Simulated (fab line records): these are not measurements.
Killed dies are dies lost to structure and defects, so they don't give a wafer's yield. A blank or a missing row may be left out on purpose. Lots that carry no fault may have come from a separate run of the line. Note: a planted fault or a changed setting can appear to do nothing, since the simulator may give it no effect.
fab line records | flow ritCmos
record lots=7 wafers=21 lastDay=7
route steps=202 shown SILICIDE@161 CONTACT@168 M1@202
lots with no fault: from the same line, run without faults
startH: hours from the record's first day to the start of the lot's first wafer shown | waitH: hours elapsed since this lot's preceding step | " identical to the entry in the row above | L1.1+2: a row that stands for several wafers | - either no value or no given start | * or withheld: withheld | < > ~ a bound
route shown NAME@n: NAME is a module with steps in the file, n the number in the route of the first one | usual: the fault-free wafers' mean and standard deviation | same: alike in all rows | chamber/n: place in a boat | sites: readings site by site | _std_site: standard deviation of those values | _edge_site: outer sites' mean less inner sites' | radiusMm: for every site, how far away it sits from the centre of the wafer | mask NAME#n: copy n | behind: tool/chamber where the wafer was last shaped | hold: why the lot went on hold/how many hours it stayed there/how the hold came to an end | device: which transistor (n, p or np) failed to switch | end of line: the same wafers' tests at the end of the route | step lacking rows: just its recipe | killed: count of dies lost to structure and defects at first sort (not the wafer's yield) | map: shows each die of a wafer: x if killed, . if not, _ if none is there
set.NAME: setting as actually run; set.NAME@STEP: the setting as run at that earlier step | model.NAME: the simulator's own value behind a step, which no gauge read
lots at selected steps of the route; one table per step, one row per wafer
services: the hour from which a tool's chamber was out of use, counted from the record's first day as startH (under 0 if before that day), plus the number of hours and why
## steps
# step RIT_SILICIDE_WET_ETCH_00
# recipe chemistry=BOE target=SiO2 targetDepthNm=14 timeS=15 dry=n2Spin dilution=10:1 tempC=21.5
# step RIT_SILICIDE_SPUTTER_01
# recipe material=Ti targetThkNm=30 powerW=350 chamberPressurePa=0.667 gas=Ar timeS=240 substrateTempC=25
# usual throttleValvePct=29.9/1.4
# columns lot.wafer tool chamber startH waitH throttleValvePct
L533.1 pvdSputter-02 - 93.20 0.0 31.1
L533.2 " - " " 31.5
L533.3 " - " " 30.1
L537.1 pvdSputter-01 - 101.48 0.0 29.5
L537.3 " - " " 28.1
L537.5 " - " " 32.5
L545.1 pvdSputter-01 - 138.10 0.0 32.5
L545.2 " - " " 29.5
L545.6 " - " " 29.6
L543.2 pvdSputter-04 - 138.57 0.0 30.9
L543.3 " - " " 30.2
L543.5 " - " " 31.0
L544.2 pvdSputter-02 - 140.63 0.0 30.7
L544.3 " - " " 30.9
L544.4 " - " " 31.4
L546.1 pvdSputter-01 - 143.32 0.0 32.4
L546.2 " - " " 28.1
L546.6 " - " " 29.3
L548.2 pvdSputter-01 - 148.22 0.0 32.3
L548.3 " - " " 28.7
L548.5 " - " " 28.5
# step RIT_SILICIDE_RS_MEAS_02
# recipe thkMeasGauge=four-point-probe reads=Ti_of_SILICIDE_SPUTTER_01
# usual SILICIDE_TI_RS=47.8/0.93
# columns lot.wafer tool chamber startH waitH SILICIDE_TI_RS[ohm/sq]
L533.1 filmMetro-04 - 93.35 0.1 48.8
L533.2 " - " " 47.8
L533.3 " - " " 47.3
L537.1 filmMetro-01 - 101.63 0.1 48.7
L537.3 " - " " 47.7
L537.5 " - " " 46.3
L545.1 filmMetro-04 - 138.25 0.1 46.2
L545.2 " - " " 47.9
L545.6 " - " " 48.0
L543.2 filmMetro-03 - 138.75 0.1 47.0
L543.3 " - " " 47.8
L543.5 " - " " 47.0
L544.2 filmMetro-04 - 140.80 0.1 47.4
L544.3 " - " " 48.0
L544.4 " - " " 46.7
L546.1 filmMetro-04 - 143.47 0.1 47.0
L546.2 " - " " 48.4
L546.6 " - " " 48.6
L548.2 filmMetro-03 - 148.39 0.1 47.5
L548.3 " - " " 48.9
L548.5 " - " " 48.9
# step RIT_SILICIDE_THK_MEAS_03
# recipe thkMeasGauge=xrf reads=Ti_of_SILICIDE_SPUTTER_01
# usual SILICIDE_TI_THK=30.0/0.48
# columns lot.wafer tool chamber startH waitH SILICIDE_TI_THK[nm]
L533.1 filmMetro-04 - 93.47 0.1 29.6
L533.2 " - " " 30.1
L533.3 " - " " 30.3
L537.1 filmMetro-01 - 101.75 0.1 29.5
L537.3 " - " " 30.1
L537.5 " - " " 30.9
L545.1 filmMetro-04 - 138.37 0.1 30.6
L545.2 " - " " 29.8
L545.6 " - " " 29.7
L543.2 filmMetro-03 - 138.86 0.1 30.5
L543.3 " - " " 30.0
L543.5 " - " " 30.5
L544.2 filmMetro-04 - 140.91 0.1 30.0
L544.3 " - " " 29.9
L544.4 " - " " 30.3
L546.1 filmMetro-04 - 143.59 0.1 30.3
L546.2 " - " " 29.5
L546.6 " - " " 29.3
L548.2 filmMetro-03 - 148.50 0.1 30.2
L548.3 " - " " 29.3
L548.5 " - " " 29.3
# step RIT_SILICIDE_RTA_04
# recipe tempC=650 timeS=10 idleTempC=25 rampUpS=5 rampDownS=5 coolToC=25 ambient=N2
# usual chamberO2Ppm=1.997/0.022 wafer_temp_C_max=654.3/0.81
# columns lot.wafer tool chamber startH waitH chamberO2Ppm wafer_temp_C_max
L533.1 rtpAnneal-01 0 93.53 0.1 1.990 655.0
L533.2 " 0 " " 2.016 654.3
L533.3 " 0 " " 2.008 653.7
L537.1 rtpAnneal-01 0 101.81 0.1 1.975 654.5
L537.3 " 0 " " 1.977 653.9
L537.5 " 0 " " 1.981 653.6
L545.1 rtpAnneal-01 0 138.43 0.1 2.028 656.0
L545.2 " 0 " " 2.046 654.5
L545.6 " 0 " " 1.997 654.2
L543.2 rtpAnneal-01 0 138.92 0.1 2.006 654.6
L543.3 " 0 " " 2.005 653.5
L543.5 " 0 " " 1.992 654.2
L544.2 rtpAnneal-02 0 140.97 0.1 2.003 654.8
L544.3 " 0 " " 2.012 653.1
L544.4 " 0 " " 2.009 654.4
L546.1 rtpAnneal-01 0 143.65 0.1 1.985 653.7
L546.2 " 0 " " 1.973 655.0
L546.6 " 0 " " 2.017 653.1
L548.2 rtpAnneal-01 0 148.56 0.1 2.010 654.1
L548.3 " 0 " " 2.020 654.0
L548.5 " 0 " " 2.036 653.5
# step RIT_SILICIDE_WET_ETCH_05
# recipe chemistry=SPM target=Ti tempC=90 timeS=120 dry=n2Spin
# step RIT_SILICIDE_RTA_06
# recipe tempC=750 timeS=10 idleTempC=25 rampUpS=5 rampDownS=10 coolToC=25 ambient=N2
# usual chamberO2Ppm=2.000/0.022 wafer_temp_C_max=755.0/0.94
# columns lot.wafer tool chamber startH waitH chamberO2Ppm wafer_temp_C_max
L533.1 rtpAnneal-01 0 93.68 0.0 2.054 754.7
L533.2 " 0 " " 1.992 753.8
L533.3 " 0 " " 1.970 755.1
L537.1 rtpAnneal-02 0 101.97 0.0 2.014 756.4
L537.3 " 0 " " 1.987 754.6
L537.5 " 0 " " 2.019 754.4
L545.1 rtpAnneal-02 0 138.54 0.0 2.009 754.9
L545.2 " 0 " " 2.006 754.8
L545.6 " 0 " " 1.981 754.7
L543.2 rtpAnneal-02 0 139.03 0.0 1.993 756.9
L543.3 " 0 " " 1.986 755.1
L543.5 " 0 " " 1.976 754.4
L544.2 rtpAnneal-01 0 141.12 0.0 2.037 754.2
L544.3 " 0 " " 1.965 754.0
L544.4 " 0 " " 1.961 754.1
L546.1 rtpAnneal-02 0 143.76 0.0 1.977 753.5
L546.2 " 0 " " 1.973 755.5
L546.6 " 0 " " 2.010 754.4
L548.2 rtpAnneal-02 0 148.67 0.0 2.006 754.6
L548.3 " 0 " " 1.996 754.1
L548.5 " 0 " " 1.986 756.1
# step RIT_CONTACT_CVD_00
# recipe material=SiO2 targetThkNm=400 precursor=TEOS tempC=390 timeS=61 rfW=400
# usual heaterPowerW=330/51 rfFwdPowerW=396.2/2
# columns lot.wafer tool chamber startH waitH heaterPowerW rfFwdPowerW
L533.1 pecvd-03 1 93.74 0.1 350 397.9
L533.2 " 2 " " 374 395.0
L533.3 " 0 " " 265 397.5
L537.1 pecvd-03 0 102.03 0.1 314 399.4
L537.3 " 2 " " 345 392.5
L537.5 " 1 " " 333 394.7
L545.1 pecvd-01 2 138.60 0.1 315 397.0
L545.2 " 0 " " 344 394.9
L545.6 " 2 " " 337 398.0
L543.2 pecvd-04 2 139.08 0.0 384 395.8
L543.3 " 2 " " 407 395.5
L543.5 " 2 " " 407 394.4
L544.2 pecvd-03 2 141.18 0.0 352 395.4
L544.3 " 1 " " 352 394.0
L544.4 " 2 " " 374 395.0
L546.1 pecvd-01 0 143.82 0.1 312 397.7
L546.2 " 2 " " 348 396.0
L546.6 " 1 " " 271 398.3
L548.2 pecvd-03 2 148.73 0.0 400 393.2
L548.3 " 1 " " 305 393.7
L548.5 " 2 " " 329 397.2
# step RIT_CONTACT_THK_MEAS_01
# recipe reads=SiO2_of_CONTACT_CVD_00
# usual CONTACT_TEOS_THK=400/4.9
# columns lot.wafer tool chamber startH waitH CONTACT_TEOS_THK[nm]
L533.1 filmMetro-04 - 93.79 0.0 399
L533.2 " - " " 388
L533.3 " - " " 398
L537.1 filmMetro-04 - 102.08 0.0 394
L537.3 " - " " 388
L537.5 " - " " 406
L545.1 filmMetro-01 - 138.65 0.0 394
L545.2 " - " " 393
L545.6 " - " " 405
L543.2 filmMetro-02 - 139.17 0.1 397
L543.3 " - " " 402
L543.5 " - " " 402
L544.2 filmMetro-04 - 141.26 0.1 395
L544.3 " - " " 400
L544.4 " - " " 400
L546.1 filmMetro-04 - 143.87 0.0 395
L546.2 " - " " 404
L546.6 " - " " 397
L548.2 filmMetro-04 - 148.81 0.1 391
L548.3 " - " " 400
L548.5 " - " " 402
# step RIT_CONTACT_HMDS_02
# recipe primeTimeS=60 primeTempC=140
# step RIT_CONTACT_COAT_03
# recipe resist=NOVOLAK spinRpm=3250 resistThkNm=1000
# step RIT_CONTACT_SOFTBAKE_04
# recipe resist=NOVOLAK tempC=90 timeS=60
# step RIT_CONTACT_EXPOSE_05
# recipe maskId=M11 na=0.6 sourceShape=conventional sigmaOuter=0.5 targetCdNm=1000 doseMj=250
# usual reticleTempC=22.97/0.11
# same sigmaOuter=0.5
# columns lot.wafer tool chamber startH waitH mask reticleTempC model.CONTACT.overlayXNm
L533.1 ilineStepper-02 0 94.30 0.1 M11#0 23.14 0.3353
L533.2 " 0 " " M11#0 23.07 0.3353
L533.3 " 0 " " M11#0 23.13 0.3353
L537.1 ilineStepper-01 0 106.47 4.0 M11#0 23.04 -0.5326
L537.3 " 0 " " M11#0 22.99 -0.5326
L537.5 " 0 " " M11#0 22.89 -0.5326
L545.1 ilineStepper-02 0 139.44 0.2 M11#0 22.86 237
L545.2 " 0 " " M11#0 22.83 237
L545.6 " 0 " " M11#0 22.85 237
L543.2 ilineStepper-02 0 139.69 0.1 M11#0 22.93 237.1
L543.3 " 0 " " M11#0 22.93 237.1
L543.5 " 0 " " M11#0 22.96 237.1
L544.2 ilineStepper-01 0 141.91 0.2 M11#0 22.87 1.045
L544.3 " 0 " " M11#0 22.66 1.045
L544.4 " 0 " " M11#0 22.79 1.045
L546.1 ilineStepper-02 0 144.51 0.2 M11#0 23.02 235.7
L546.2 " 0 " " M11#0 22.86 235.7
L546.6 " 0 " " M11#0 22.92 235.7
L548.2 ilineStepper-01 0 149.45 0.1 M11#0 23.03 1.318
L548.3 " 0 " " M11#0 22.99 1.318
L548.5 " 0 " " M11#0 22.92 1.318
# step RIT_CONTACT_PEB_06
# recipe resist=NOVOLAK tempC=withheld timeS=withheld
# step RIT_CONTACT_DEVELOP_07
# recipe resist=NOVOLAK developTimeS=120 devTempC=23
# step RIT_CONTACT_CD_MEAS_08
# recipe targetCdNm=1000
# usual cdNm=999.9/2.5
# columns lot.wafer tool chamber startH waitH cdNm
L533.1 cdSem-02 - 94.82 - 1000.0
L533.2 " - " " 1002.2
L533.3 " - " " 1002.2
L537.1 cdSem-02 - 107.02 - 993.4
L537.3 " - " " 994.4
L537.5 " - " " 996.1
L545.1 cdSem-02 - 140.07 - 996.9
L545.2 " - " " 998.9
L545.6 " - " " 996.2
L543.2 cdSem-02 - 140.43 - 1003.2
L543.3 " - " " 1001.3
L543.5 " - " " 1002.7
L544.2 cdSem-02 - 142.43 - 999.9
L544.3 " - " " 999.5
L544.4 " - " " 1000.4
L546.1 cdSem-01 - 145.19 - 1000.1
L546.2 " - " " 1000.9
L546.6 " - " " 1000.2
L548.2 cdSem-01 - 149.97 - 1000.3
L548.3 " - " " 999.9
L548.5 " - " " 1000.9
# step RIT_CONTACT_OVL_MEAS_09
# usual CONTACT_OVL=-0.1/1.3
# columns lot.wafer tool chamber startH waitH hold CONTACT_OVL[nm]
L533.1 overlay-02 - 94.94 0.1 - 0.4
L533.2 " - " " - 1.4
L533.3 " - " " - 0.7
L537.1 overlay-02 - 107.14 0.1 - 0.4
L537.3 " - " " - -0.1
L537.5 " - " " - 0.4
L545.1 overlay-02 - 140.19 0.1 awaitDispo/0.2h/release 239.4
L545.2 " - " " awaitDispo/0.2h/release 238.3
L545.6 " - " " awaitDispo/0.2h/release 239.0
L545.1 overlay-02 - 140.39 0.2 - 238.2
L545.2 " - " " - 237.5
L545.6 " - " " - 237.6
L543.2 overlay-01 - 140.54 0.1 awaitDispo/0.2h/release 237.2
L543.3 " - " " awaitDispo/0.2h/release 238.9
L543.5 " - " " awaitDispo/0.2h/release 238.1
L543.2 overlay-01 - 140.74 0.2 - 236.1
L543.3 " - " " - 237.5
L543.5 " - " " - 237.0
L544.2 overlay-01 - 142.53 0.1 - 0.7
L544.3 " - " " - 0.1
L544.4 " - " " - 1.0
L546.1 overlay-01 - 145.31 0.1 awaitDispo/0.2h/release 237.9
L546.2 " - " " awaitDispo/0.2h/release 237.0
L546.6 " - " " awaitDispo/0.2h/release 238.8
L546.1 overlay-01 - 145.51 0.2 - 236.7
L546.2 " - " " - 235.8
L546.6 " - " " - 238.3
L548.2 overlay-01 - 150.08 0.1 - 2.0
L548.3 " - " " - 1.1
L548.5 " - " " - 1.6
# step RIT_M1_PROBE_99
# usual defectLimitedYield=97.4/1.2 killedAtContacts=0.1/0.25 killedAtFrontEnd=7/3.1 killedDies=7/3.2 killedOpen=3.3/2 killedShort=3.5/2 sort_bin_3_pad_short=0.1/0.18 sort_bin_5_function=1.6/0.88 sort_bin_6_memory=0.9/0.58 sortNPass=257/3.2 sortYieldPct=97.4/1.2
# same grossDies=264 killed_at_M0_to_M3=0 killed_at_M4_up=0 killedAtBackSide=0 killedAtOther=0
# columns lot.wafer tool chamber startH waitH defectLimitedYield[%] killedAtContacts killedAtFrontEnd killedDies killedOpen killedShort sort_bin_3_pad_short[%] sort_bin_5_function[%] sort_bin_6_memory[%] sortNPass sortYieldPct[%]
L533.1 prober-02 - 101.82 0.1 97.3 0 7 7 5 2 0.4 1.1 1.1 257 97.3
L533.2 prober-02 - 101.87 0.1 98.9 0 3 3 2 1 0 0.8 0.4 261 98.9
L533.3 prober-02 - 101.92 0.2 97.3 1 6 7 4 3 0 1.5 1.1 257 97.3
L537.1 prober-01 - 112.71 0.1 98.9 0 3 3 3 0 0 0.4 0.8 261 98.9
L537.3 prober-01 - 112.81 0.2 97.7 0 6 6 3 3 0.4 1.1 0.8 258 97.7
L537.5 prober-01 - 112.91 0.2 97.7 0 6 6 4 2 0 1.5 0.8 258 97.7
L548.2 prober-02 - 156.28 0.1 95.8 0 11 11 4 7 0 3.0 1.1 253 95.8
L548.3 prober-02 - 156.33 0.2 97.0 0 8 8 3 5 0.4 2.3 0.4 256 97.0
L548.5 prober-02 - 156.43 0.2 96.2 0 10 10 2 8 0 1.9 1.9 254 96.2
# killed by level:class
L533.1 SILICIDE:geometricParticle:open=3 FOX2:geometricParticle:short=1 FOX2:geometricParticle:open=1 REOX:geometricParticle:short=1 SPACER:geometricParticle:open=1
L533.2 FOX2:geometricParticle:short=1 SPACER:geometricParticle:open=1 SILICIDE:geometricParticle:open=1
L533.3 REOX:geometricParticle:open=2 FOX1:geometricParticle:short=1 GATE:geometricParticle:short=1 SPACER:geometricParticle:open=1 SILICIDE:geometricParticle:short=1 CONTACT:geometricParticle:open=1
L537.1 FOX2:geometricParticle:open=1 GATE:geometricParticle:open=1 REOX:geometricParticle:open=1
L537.3 GATE:geometricParticle:open=2 REOX:geometricParticle:short=2 FOX2:geometricParticle:short=1 SPACER:geometricParticle:open=1
L537.5 GATE:geometricParticle:open=2 SPACER:geometricParticle:open=2 FOX2:geometricParticle:short=1 GATE:geometricParticle:short=1
L548.2 GATE:geometricParticle:short=3 GATE:geometricParticle:open=2 REOX:geometricParticle:short=2 REOX:geometricParticle:open=2 FOX1:geometricParticle:short=1 FOX2:geometricParticle:short=1
L548.3 GATE:geometricParticle:short=3 FOX1:geometricParticle:short=1 FOX2:geometricParticle:open=1 GATE:geometricParticle:open=1 SPACER:geometricParticle:open=1 SPACER:geometricParticle:short=1
L548.5 GATE:geometricParticle:short=5 SILICIDE:geometricParticle:short=2 REOX:geometricParticle:open=1 REOX:geometricParticle:short=1 SILICIDE:geometricParticle:open=1
## services
# columns tool chamber startH hours kind
pecvd-01 - 71.88 4.7 repair
ilineStepper-01 - 76.64 28.9 pm
pvdSputter-02 - 102.47 2.1 repair
pvdSputter-02 - 112.11 2.4 repair
pecvd-04 - 115.27 1.2 repair
pecvd-04 - 116.11 0.7 repair
ilineStepper-02 - 122.96 8.9 pm
pvdSputter-01 - 130.93 2.0 repair
ilineStepper-02 - 131.85 1.7 pm
pvdSputter-01 - 133.63 0.8 repair
pecvd-03 0 135.56 28.5 repair
pecvd-04 0 138.15 9.2 repair
## key
firstSign step=RIT_CONTACT_OVL_MEAS_09 reading=visit direction=added
effect step=RIT_CONTACT_OVL_MEAS_09 reading=CONTACT_OVL direction=up sigmas=99+ usual=-0.1 struck=238.3
modelEffect step=RIT_CONTACT_EXPOSE_05 value=CONTACT.overlayXNm without=-3.391 struck=236.6
metAt RIT_CONTACT_EXPOSE_05
struckWafers L543.2,L543.3,L543.5,L545.1,L545.2,L545.6,L546.1,L546.2,L546.6
scrappedBehind RIT_CONTACT_OVL_MEAS_09 L543.2,L543.3,L543.5,L545.1,L545.2,L545.6,L546.1,L546.2,L546.6
fault kind=scannerMatchingOverlay tool=ilineStepper-02 chamber=- onsetH=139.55 steps=RIT_CONTACT_EXPOSE_05 offset=240
